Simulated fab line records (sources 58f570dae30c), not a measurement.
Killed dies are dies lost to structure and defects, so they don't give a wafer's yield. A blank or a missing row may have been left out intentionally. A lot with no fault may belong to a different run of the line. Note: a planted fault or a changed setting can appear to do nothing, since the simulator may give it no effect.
8D (eight disciplines) problem report, filled in by code    flow berkeley cmos170    the parts of the form that need people (team, actions taken, sign-off) are left out

## 1. THE ISSUE
On 3 wafers of 1 lot, cd nm at UCB170_GATE_CD_MEAS_12 has a mean of 324.0 nm; fault-free wafers read 349.8 nm, standard deviation 1.3. That puts it -20 standard deviations away from the usual mean.
The step: target cd 350 nm.
First observed at day 10 23:51: wafer L676.1, on cd sem-01. At this step, 30 wafers from 10 lots have a number in the record. By rule, "out" or "out of limits" means more than 4 standard deviations away from the usual mean. The other wafers with a number count as sound.

## 2. WHAT THIS IS AND IS NOT
question                     is                      is not
which readings at this step  cd nm                   -
which lots                   L676                    L662, L663, L664, L665, L666, L667, L680, L681, L685
which wafers of those lots   all that have a number  -
read on which gauges         cd sem-01               cd sem-02
when                         from day 10 23:51       up to then (18 sound wafers); but 9 sound wafers of L680, L681, L685 came after

## 3. WHAT RULES OUT EACH SUSPECT
Counting: any tool at a process step up to the reading is kept as a suspect provided that every lot that is out went through it and no sound lot did after the first of them.
- the gauge at UCB170_GATE_CD_MEAS_12: ruled out. All the wafers that are out were read on cd sem-01, but those of them that UCB170_GATE_EXPOSE_09 has rows for are out there too, on other tools.
- krf scanner-01 at UCB170_GATE_EXPOSE_09 (exposes mask POLY, target cd 350 nm): kept. It ran the lot that is out, L676 (day 10 23:26), and no sound lot after that; its last sound lot up to then is L666 (day 8 13:09). Out on those wafers are its own readings of exposure dose mJ cm2.
Remaining after the count: krf scanner-01 at UCB170_GATE_EXPOSE_09.

## 4. THE CAUSE (what the simulator had put in)
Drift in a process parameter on krf scanner-01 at UCB170_GATE_EXPOSE_09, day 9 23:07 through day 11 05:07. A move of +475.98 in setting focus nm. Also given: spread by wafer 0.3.
After counting, this tool was the only one left.

## 5. THE CHAIN OF EFFECTS, in route order
One row per reading whose mean, taken over the struck wafers that have a number, lies over 3 standard deviations from the usual. Scope: only readings with a usual standard deviation given in the record; hours: median across lots of the time from each lot's start at the first step in this table that gives one to its start at this step; sigmas: change in usual standard deviations.
hours  step                    reading               usual     on struck wafers  change  sigmas
0      UCB170_GATE_EXPOSE_09   exposure dose mJ cm2  20.993    20.477            -0.516  -21
0      UCB170_GATE_CD_MEAS_12  cd nm                 349.8 nm  324.0             -25.8   -20
It contains these process steps:
- UCB170_GATE_EXPOSE_09: exposes mask POLY, target cd 350 nm.

## 6. WHAT WOULD HAVE CAUGHT IT SOONER
25 hours passed between the start of the fault at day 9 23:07 and the first reading out of limits at a measuring or inspecting step in this record, taken at day 10 23:51.
At UCB170_GATE_EXPOSE_09, the tool's own readings (exposure dose mJ cm2) were out on each struck wafer the step has a row for, so an alarm limit on them would have fired on the first such wafer.
By day 10 23:51 the whole set of lots that are out, 1 in number, had already begun UCB170_GATE_EXPOSE_09 on krf scanner-01. Holding the tool at that point would not have protected any of them.
